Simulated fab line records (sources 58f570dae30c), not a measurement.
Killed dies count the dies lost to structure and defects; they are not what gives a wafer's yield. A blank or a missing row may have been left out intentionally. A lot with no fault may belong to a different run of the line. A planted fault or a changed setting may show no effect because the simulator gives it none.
One fault through the eyes of 2 desks :: flow berkeleyCmos170 :: each desk has only its own numbers; what lay behind them comes last

== FROM THE METROLOGY DESK ==
What the gauges read, lot by lot, whatever tool the lot ran on: means of the sampled wafers that have a number. A lot is out of limits, marked OUT, if its mean lies more than 4 standard deviations from the usual mean; the brackets give that distance.
Columns: A = PWELL_OXIDE_THK at UCB170_PWELL_THK_MEAS_03, usual 28.2 nm; B = PWELL_NITRIDE_THK at UCB170_PWELL_THK_MEAS_06, usual 220.6 nm; C = PWELL_OVL at UCB170_PWELL_OVL_MEAS_13, usual -3 nm
lot: L760
first seen here: day 2 19:38
A: 28.1
B: 221.9
C: -7

lot: L762
first seen here: day 3 05:08
A: 28.2
B: 218.8
C: 2

lot: L772
first seen here: day 5 04:31
A: 28.2
B: 219.7
C: -6

lot: L773
first seen here: day 5 15:19
A: 28.5
B: 220.4
C: 10

lot: L781
first seen here: day 7 10:25
A: 28.1
B: 221.1
C: -9

lot: L782
first seen here: day 7 16:05
A: 27.4
B: 218.8
C: -10
Result from this desk: across the 6 lots, nothing is out of limits.

== AT THE TOOL OWNER'S DESK: rieDiel-03 ==
The tool's own readings at UCB170_PWELL_ETCH_14 (etches Si3N4 in CH3F/Ar/O2, stops on SiO2, target depth 242 nm, time 151 s): means of the sampled wafers that have a number, for each lot that ran on this tool. A lot is out of limits, marked OUT, if its mean lies more than 4 standard deviations from the usual mean; the brackets give that distance.
Columns: A = drypumpMotorCurrentA at UCB170_PWELL_ETCH_14, usual 5.6 A; B = mfcArSccm at UCB170_PWELL_ETCH_14, usual 50.02 sccm; C = oesProductAu at UCB170_PWELL_ETCH_14, usual 0.943 a.u.; D = throttleValvePct at UCB170_PWELL_ETCH_14, usual 7.98 %
lot: L760
first seen here: day 3 04:49
A: 6.0
B: 49.95
C: 0.949
D: 7.98

lot: L772
first seen here: day 5 13:56
A: 6.0
B: 50.11
C: 0.915
D: 7.98

lot: L773
first seen here: day 5 22:05
A: 5.7
B: 50.03
C: 0.918
D: 7.81
Result from this desk: across the 3 lots, nothing is out of limits.

== BROUGHT TOGETHER ==
Metrology desk: nothing out of limits seen.
The desk of the tool owner found nothing out of limits.

== WHAT HAD BEEN PUT IN BY THE SIMULATOR ==
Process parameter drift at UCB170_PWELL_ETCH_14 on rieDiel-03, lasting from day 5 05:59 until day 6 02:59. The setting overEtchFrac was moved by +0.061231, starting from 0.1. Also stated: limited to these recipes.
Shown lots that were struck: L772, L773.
